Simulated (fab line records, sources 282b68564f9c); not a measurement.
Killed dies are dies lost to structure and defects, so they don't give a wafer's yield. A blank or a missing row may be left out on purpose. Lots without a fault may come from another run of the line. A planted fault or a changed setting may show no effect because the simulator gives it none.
Split-lot experiment | flow rit_cmos | 5 lots, 23 wafers read, on a route of 202 steps

THE SPLIT
At RIT_ACTIVE_COAT_06 (resist thk 1000 nm), the setting resist_thk_nm was moved away from the recipe's 1000 nm on 8 of the 23 wafers read, by -2.1% to +4.9%. The other wafers ran this setting at the recipe's value.

The file shows no step between the split and the reading.

THE READING
NOVOLAK_of_ACTIVE_COAT_06.thk_nm (the simulator's own value, which no gauge read), in nm, at RIT_ACTIVE_HARDBAKE_12 (time 60 s). The file gives no usual value for it. The 15 wafers here that ran the recipe average 883.8 nm, standard deviation 4.3 nm.

wafer  | tool, chamber at the split | resist_thk_nm as run, nm | against the recipe | NOVOLAK_of_ACTIVE_COAT_06.thk_nm, nm | against lot-mates on the recipe
L076.1 | litho_track-01, 0          | 1000                     | recipe             | 878.1                                | -
L076.2 | litho_track-01, 0          | 1000                     | recipe             | 879.3                                | -
L076.3 | litho_track-01, 0          | 1000                     | recipe             | 885.2                                | -
L076.4 | litho_track-01, 0          | 1000                     | recipe             | 884.4                                | -
L076.6 | litho_track-01, 0          | 1000                     | recipe             | 880.1                                | -
L079.1 | litho_track-04, 0          | 979.1                    | -2.1%              | 871                                  | -17.2
L079.3 | litho_track-04, 0          | 1000                     | recipe             | 889                                  | -
L079.4 | litho_track-04, 0          | 979.1                    | -2.1%              | 868.7                                | -19.5
L079.5 | litho_track-04, 0          | 1000                     | recipe             | 885.5                                | -
L079.6 | litho_track-04, 0          | 1000                     | recipe             | 890                                  | -
L080.1 | litho_track-01, 0          | 1000                     | recipe             | 879.6                                | -
L080.2 | litho_track-01, 0          | 1000                     | recipe             | 879.8                                | -
L080.6 | litho_track-01, 0          | 1000                     | recipe             | 878.9                                | -
L082.1 | litho_track-01, 0          | 1049                     | +4.9%              | 926.5                                | +41.0
L082.2 | litho_track-01, 0          | 1049                     | +4.9%              | 926.5                                | +41.0
L082.3 | litho_track-01, 0          | 1000                     | recipe             | 886.1                                | -
L082.4 | litho_track-01, 0          | 1000                     | recipe             | 884.9                                | -
L082.6 | litho_track-01, 0          | 1049                     | +4.9%              | 931.1                                | +45.6
L085.1 | litho_track-01, 0          | 1024                     | +2.4%              | 910.3                                | +22.2
L085.2 | litho_track-01, 0          | 1000                     | recipe             | 883.7                                | -
L085.3 | litho_track-01, 0          | 1024                     | +2.4%              | 903.2                                | +15.1
L085.4 | litho_track-01, 0          | 1024                     | +2.4%              | 906.7                                | +18.6
L085.6 | litho_track-01, 0          | 1000                     | recipe             | 892.5                                | -

THE FIT
A straight line over all 23 wafers: NOVOLAK_of_ACTIVE_COAT_06.thk_nm changes by +8.77 nm for each +1% of resist_thk_nm; r = +0.97; the points scatter about the line by 4.1 nm.
The same after taking each lot's own level away (the mean of its wafers on the recipe; 23 wafers): +8.56 nm for each +1%; r = +0.99; scatter 2.6 nm.
On that fit, the largest move of resist_thk_nm shifts the reading by 42 nm.
The lots' own levels span 879.43 to 888.17 nm, that is 2.0 times the standard deviation above.
So the lot-to-lot level changes the slope little: the two slopes agree.
Check: with one of the wafers moved furthest among these (+4.9%) left out of the fit, the line predicts +42 nm for it against its lot-mates. It came out at +41 nm against them.

THE WHOLE CHAIN: every reading that the file lists as answering this split, in the file's order
step                   | what it does       | reading                                                                           | change (the file's fit)              | r (the file's)
RIT_ACTIVE_COAT_06     | resist thk 1000 nm | NOVOLAK_of_ACTIVE_COAT_06.thk_nm (the simulator's own value, which no gauge read) | +10.1 nm for each +1% of the setting | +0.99
RIT_ACTIVE_HARDBAKE_12 | time 60 s          | NOVOLAK_of_ACTIVE_COAT_06.thk_nm (the simulator's own value, which no gauge read) | +8.54 nm for each +1% of the setting | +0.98

THE FILE'S OWN FIT
NOVOLAK_of_ACTIVE_COAT_06.thk_nm changes by +8.54 nm for each +1% of resist_thk_nm, r = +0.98.
